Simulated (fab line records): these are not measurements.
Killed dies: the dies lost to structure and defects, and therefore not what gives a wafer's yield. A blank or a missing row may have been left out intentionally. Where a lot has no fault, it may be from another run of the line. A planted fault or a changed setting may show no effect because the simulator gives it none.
Split-lot experiment -- flow berkeley-cmos170 -- 23 wafers read from 5 lots, route of 331 steps

THE SPLIT ITSELF
At UCB170_NWELL_COAT_07 (resist thk 900 nm), the setting spin-rpm was moved away from the recipe's 1500 rpm on 6 of the 23 wafers read, by -4.2% to +3.3%. For the rest of the wafers, this setting stayed at what the recipe calls for.

Reading taken at the split's own step.

THE READING
KrF_of_NWELL_COAT_07.thk-nm (the simulator's own value, which no gauge read), in nm, at UCB170_NWELL_COAT_07 (resist thk 900 nm). No usual value for it is given in the file. The 17 wafers here that ran the recipe average 900.8 nm, standard deviation 2.1 nm.

wafer,"tool, chamber at the split","spin-rpm as run, rpm",against the recipe,"KrF_of_NWELL_COAT_07.thk-nm, nm",against lot-mates on the recipe
L078.1,"litho-track-02, 0",1500,recipe,899.2,-
L078.4,"litho-track-02, 0",1500,recipe,898.5,-
L078.5,"litho-track-02, 0",1500,recipe,896.8,-
L079.1,"litho-track-02, 0",1500,recipe,900.6,-
L079.2,"litho-track-02, 0",1500,recipe,901.7,-
L079.4,"litho-track-02, 0",1547,+3.1%,886.7,-15.1
L079.5,"litho-track-02, 0",1547,+3.1%,888.8,-13.0
L079.6,"litho-track-02, 0",1500,recipe,903,-
L080.1,"litho-track-01, 0",1500,recipe,903.9,-
L080.6,"litho-track-01, 0",1500,recipe,903.9,-
L080.3,"litho-track-01, 0",1500,recipe,903.2,-
L080.4,"litho-track-01, 0",1500,recipe,903.1,-
L080.5,"litho-track-01, 0",1500,recipe,902.4,-
L081.1,"litho-track-04, 0",1437,-4.2%,917.2,+18.3
L081.2,"litho-track-04, 0",1437,-4.2%,921.1,+22.2
L081.3,"litho-track-04, 0",1500,recipe,898.6,-
L081.5,"litho-track-04, 0",1500,recipe,899,-
L081.6,"litho-track-04, 0",1500,recipe,899.1,-
L084.1,"litho-track-02, 0",1549,+3.3%,885.2,-14.9
L084.2,"litho-track-02, 0",1500,recipe,899.7,-
L084.3,"litho-track-02, 0",1549,+3.3%,883.9,-16.2
L084.5,"litho-track-02, 0",1500,recipe,900.6,-
L084.6,"litho-track-02, 0",1500,recipe,900,-

THE FIT
A straight line over all 23 wafers: KrF_of_NWELL_COAT_07.thk-nm changes by -4.48 nm for each +1% of spin-rpm; r = -0.97; the points scatter about the line by 2.1 nm.
The same after taking each lot's own level away (the mean of its wafers on the recipe; 23 wafers): -4.72 nm for each +1%; r = -0.99; scatter 0.98 nm.
On that fit, the largest move of spin-rpm shifts the reading by 20 nm.
Measured against the standard deviation above, the lots' own levels, which go from 898.17 to 903.30 nm, span 2.4 times it.
The two slopes are in agreement: the lot-to-lot level therefore moves the slope only a little.
Check: for one of the wafers moved furthest among these (-4.2%), held out of the fit, the line's prediction against its lot-mates is +20.6 nm. It came out at +18.3 nm against them.

THESE WAFERS: OTHER SPLITS
Other splits were also applied to these wafers ahead of the reading. Each is held against what the fit with the lots' levels taken away leaves over:
other split on the same wafers,wafers away from the commonest value,r with KrF_of_NWELL_COAT_07.thk-nm (lot level and that fit taken away)
UCB170_START_OXIDATION_02 ox-time-s,10,+0.04

THE WHOLE CHAIN: every reading that the file lists as answering this split, in the file's order
step,what it does,reading,change (the file's fit),r (the file's)
UCB170_NWELL_COAT_07,resist thk 900 nm,"KrF_of_NWELL_COAT_07.thk-nm (the simulator's own value, which no gauge read)",-4.71 nm for each +1% of the setting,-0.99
UCB170_NWELL_ETCH_13,"etches Si3N4 in CH3F/Ar/O2, stops on SiO2, target depth 246.4 nm, time 154 s","KrF_of_NWELL_COAT_07.thk-nm (the simulator's own value, which no gauge read)","-4.77 nm for each +1% of the setting, in a fit together with time-s@NWELL_ETCH_13",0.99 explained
UCB170_NWELL_STRIP_15,strips in O2,strip-time-to-endpoint-s,"withheld for each +1% of the setting, in a fit together with time-s@NWELL_ETCH_13",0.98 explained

FILE'S OWN FIT
KrF_of_NWELL_COAT_07.thk-nm changes by -4.71 nm for each +1% of spin-rpm, r = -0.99.
